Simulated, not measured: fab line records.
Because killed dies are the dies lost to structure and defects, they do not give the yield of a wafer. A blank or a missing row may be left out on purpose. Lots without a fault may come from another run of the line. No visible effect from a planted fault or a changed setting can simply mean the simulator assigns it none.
Split-lot study || flow rit cmos || 23 wafers read across 5 lots, on a route 202 steps long

THE SPLIT ITSELF
At RIT_NLDD_COAT_01 (resist thk 1000 nm), the setting spin rpm was moved away from the recipe's 3250 rpm on 7 of the 23 wafers read, by +3.8% to +6.9%. The other wafers ran this setting at the recipe's value.

Split to reading: the file shows no intervening step.

THE READING
NOVOLAK_of_NLDD_COAT_01.thk nm (the simulator's own value, which no gauge read), in nm, at RIT_NLDD_HARDBAKE_07 (time 60 s). No usual value for it is given in the file. The 16 wafers here that ran the recipe average 884.3 nm, standard deviation 3.4 nm.

{"wafer": "L074.2", "tool, chamber at the split": "litho track-01, 0", "spin rpm as run, rpm": 3250, "against the recipe": "recipe", "NOVOLAK_of_NLDD_COAT_01.thk nm, nm": 877.9, "against lot-mates on the recipe": "-"}
{"wafer": "L074.3", "tool, chamber at the split": "litho track-01, 0", "spin rpm as run, rpm": 3250, "against the recipe": "recipe", "NOVOLAK_of_NLDD_COAT_01.thk nm, nm": 879.1, "against lot-mates on the recipe": "-"}
{"wafer": "L074.4", "tool, chamber at the split": "litho track-01, 0", "spin rpm as run, rpm": 3475, "against the recipe": "+6.9%", "NOVOLAK_of_NLDD_COAT_01.thk nm, nm": 851.3, "against lot-mates on the recipe": -27.9}
{"wafer": "L074.5", "tool, chamber at the split": "litho track-01, 0", "spin rpm as run, rpm": 3475, "against the recipe": "+6.9%", "NOVOLAK_of_NLDD_COAT_01.thk nm, nm": 852.1, "against lot-mates on the recipe": -27.1}
{"wafer": "L074.6", "tool, chamber at the split": "litho track-01, 0", "spin rpm as run, rpm": 3250, "against the recipe": "recipe", "NOVOLAK_of_NLDD_COAT_01.thk nm, nm": 880.5, "against lot-mates on the recipe": "-"}
{"wafer": "L076.1", "tool, chamber at the split": "litho track-02, 0", "spin rpm as run, rpm": 3423, "against the recipe": "+5.3%", "NOVOLAK_of_NLDD_COAT_01.thk nm, nm": 864.5, "against lot-mates on the recipe": -23.9}
{"wafer": "L076.3", "tool, chamber at the split": "litho track-02, 0", "spin rpm as run, rpm": 3250, "against the recipe": "recipe", "NOVOLAK_of_NLDD_COAT_01.thk nm, nm": 886.5, "against lot-mates on the recipe": "-"}
{"wafer": "L076.4", "tool, chamber at the split": "litho track-02, 0", "spin rpm as run, rpm": 3250, "against the recipe": "recipe", "NOVOLAK_of_NLDD_COAT_01.thk nm, nm": 887.8, "against lot-mates on the recipe": "-"}
{"wafer": "L076.5", "tool, chamber at the split": "litho track-02, 0", "spin rpm as run, rpm": 3250, "against the recipe": "recipe", "NOVOLAK_of_NLDD_COAT_01.thk nm, nm": 891, "against lot-mates on the recipe": "-"}
{"wafer": "L076.6", "tool, chamber at the split": "litho track-02, 0", "spin rpm as run, rpm": 3423, "against the recipe": "+5.3%", "NOVOLAK_of_NLDD_COAT_01.thk nm, nm": 868.7, "against lot-mates on the recipe": -19.7}
{"wafer": "L078.2", "tool, chamber at the split": "litho track-02, 0", "spin rpm as run, rpm": 3250, "against the recipe": "recipe", "NOVOLAK_of_NLDD_COAT_01.thk nm, nm": 885.6, "against lot-mates on the recipe": "-"}
{"wafer": "L078.4", "tool, chamber at the split": "litho track-02, 0", "spin rpm as run, rpm": 3250, "against the recipe": "recipe", "NOVOLAK_of_NLDD_COAT_01.thk nm, nm": 883.8, "against lot-mates on the recipe": "-"}
{"wafer": "L078.6", "tool, chamber at the split": "litho track-02, 0", "spin rpm as run, rpm": 3250, "against the recipe": "recipe", "NOVOLAK_of_NLDD_COAT_01.thk nm, nm": 885.7, "against lot-mates on the recipe": "-"}
{"wafer": "L082.1", "tool, chamber at the split": "litho track-02, 0", "spin rpm as run, rpm": 3250, "against the recipe": "recipe", "NOVOLAK_of_NLDD_COAT_01.thk nm, nm": 882.2, "against lot-mates on the recipe": "-"}
{"wafer": "L082.2", "tool, chamber at the split": "litho track-02, 0", "spin rpm as run, rpm": 3375, "against the recipe": "+3.8%", "NOVOLAK_of_NLDD_COAT_01.thk nm, nm": 871, "against lot-mates on the recipe": -13.2}
{"wafer": "L082.4", "tool, chamber at the split": "litho track-02, 0", "spin rpm as run, rpm": 3375, "against the recipe": "+3.8%", "NOVOLAK_of_NLDD_COAT_01.thk nm, nm": 869.3, "against lot-mates on the recipe": -14.9}
{"wafer": "L082.5", "tool, chamber at the split": "litho track-02, 0", "spin rpm as run, rpm": 3375, "against the recipe": "+3.8%", "NOVOLAK_of_NLDD_COAT_01.thk nm, nm": 866.9, "against lot-mates on the recipe": -17.3}
{"wafer": "L082.6", "tool, chamber at the split": "litho track-02, 0", "spin rpm as run, rpm": 3250, "against the recipe": "recipe", "NOVOLAK_of_NLDD_COAT_01.thk nm, nm": 886.2, "against lot-mates on the recipe": "-"}
{"wafer": "L083.2", "tool, chamber at the split": "litho track-01, 0", "spin rpm as run, rpm": 3250, "against the recipe": "recipe", "NOVOLAK_of_NLDD_COAT_01.thk nm, nm": 886.7, "against lot-mates on the recipe": "-"}
{"wafer": "L083.3", "tool, chamber at the split": "litho track-01, 0", "spin rpm as run, rpm": 3250, "against the recipe": "recipe", "NOVOLAK_of_NLDD_COAT_01.thk nm, nm": 885.5, "against lot-mates on the recipe": "-"}
{"wafer": "L083.4", "tool, chamber at the split": "litho track-01, 0", "spin rpm as run, rpm": 3250, "against the recipe": "recipe", "NOVOLAK_of_NLDD_COAT_01.thk nm, nm": 886.5, "against lot-mates on the recipe": "-"}
{"wafer": "L083.5", "tool, chamber at the split": "litho track-01, 0", "spin rpm as run, rpm": 3250, "against the recipe": "recipe", "NOVOLAK_of_NLDD_COAT_01.thk nm, nm": 880.3, "against lot-mates on the recipe": "-"}
{"wafer": "L083.6", "tool, chamber at the split": "litho track-01, 0", "spin rpm as run, rpm": 3250, "against the recipe": "recipe", "NOVOLAK_of_NLDD_COAT_01.thk nm, nm": 883.5, "against lot-mates on the recipe": "-"}

THE FIT
A straight line over all 23 wafers: NOVOLAK_of_NLDD_COAT_01.thk nm changes by -4.17 nm for each +1% of spin rpm; r = -0.95; the points scatter about the line by 3.6 nm.
The same after taking each lot's own level away (the mean of its wafers on the recipe; 23 wafers): -4 nm for each +1%; r = -0.98; scatter 1.8 nm.
According to that fit, moving spin rpm by its largest amount changes the reading by 28 nm.
From 879.17 to 888.43 nm: that is the span of the lots' own levels, equal to 2.7 times the standard deviation above.
Consequently the slope shifts little with the lot-to-lot level, the two slopes agreeing.
Check: for one of the wafers moved furthest among these (+6.9%), held out of the fit, the line's prediction against its lot-mates is -27.6 nm. Against them it came out at -27.9 nm.

THESE WAFERS: OTHER SPLITS
Other splits were also applied to these wafers ahead of the reading. Each is held against what the fit with the lots' levels taken away leaves over:
{"other split on the same wafers": "RIT_ACTIVE_COAT_06 spin rpm", "wafers away from the commonest value": 6, "r with NOVOLAK_of_NLDD_COAT_01.thk nm (lot level and that fit taken away)": "+0.18"}
{"other split on the same wafers": "RIT_ACTIVE_HARDBAKE_12 temp c", "wafers away from the commonest value": 7, "r with NOVOLAK_of_NLDD_COAT_01.thk nm (lot level and that fit taken away)": -0.46}
{"other split on the same wafers": "RIT_FOX1_OXIDATION_00 temp c", "wafers away from the commonest value": 15, "r with NOVOLAK_of_NLDD_COAT_01.thk nm (lot level and that fit taken away)": "+0.01"}
{"other split on the same wafers": "RIT_NWELL_COAT_01 resist thk nm", "wafers away from the commonest value": 7, "r with NOVOLAK_of_NLDD_COAT_01.thk nm (lot level and that fit taken away)": -0.04}
{"other split on the same wafers": "RIT_NWELL_SOFTBAKE_02 time s", "wafers away from the commonest value": 7, "r with NOVOLAK_of_NLDD_COAT_01.thk nm (lot level and that fit taken away)": -0.10}
{"other split on the same wafers": "RIT_PWELL_SOFTBAKE_02 temp c", "wafers away from the commonest value": 8, "r with NOVOLAK_of_NLDD_COAT_01.thk nm (lot level and that fit taken away)": "+0.03"}
{"other split on the same wafers": "RIT_PWELL_DEVELOP_05 develop time s", "wafers away from the commonest value": 7, "r with NOVOLAK_of_NLDD_COAT_01.thk nm (lot level and that fit taken away)": "+0.04"}
{"other split on the same wafers": "RIT_NRETRO_COAT_01 resist thk nm", "wafers away from the commonest value": 7, "r with NOVOLAK_of_NLDD_COAT_01.thk nm (lot level and that fit taken away)": "+0.03"}
{"other split on the same wafers": "RIT_PRETRO_IMPLANT_08 dose cm2", "wafers away from the commonest value": 7, "r with NOVOLAK_of_NLDD_COAT_01.thk nm (lot level and that fit taken away)": -0.42}
{"other split on the same wafers": "RIT_GATE_EXPOSE_13 dose mj", "wafers away from the commonest value": 7, "r with NOVOLAK_of_NLDD_COAT_01.thk nm (lot level and that fit taken away)": -0.20}
{"other split on the same wafers": "RIT_GATE_ETCH_19 over etch frac", "wafers away from the commonest value": 7, "r with NOVOLAK_of_NLDD_COAT_01.thk nm (lot level and that fit taken away)": "+0.17"}

THE WHOLE CHAIN: every reading that the file lists as answering this split, in the file's order
{"step": "RIT_NLDD_COAT_01", "what it does": "resist thk 1000 nm", "reading": "NOVOLAK_of_NLDD_COAT_01.thk nm (the simulator's own value, which no gauge read)", "change (the file's fit)": "-4.64 nm for each +1% of the setting", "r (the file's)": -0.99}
{"step": "RIT_NLDD_HARDBAKE_07", "what it does": "time 60 s", "reading": "NOVOLAK_of_NLDD_COAT_01.thk nm (the simulator's own value, which no gauge read)", "change (the file's fit)": "-4 nm for each +1% of the setting", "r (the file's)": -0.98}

FILE'S OWN FIT
NOVOLAK_of_NLDD_COAT_01.thk nm changes by -4 nm for each +1% of spin rpm, r = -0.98.
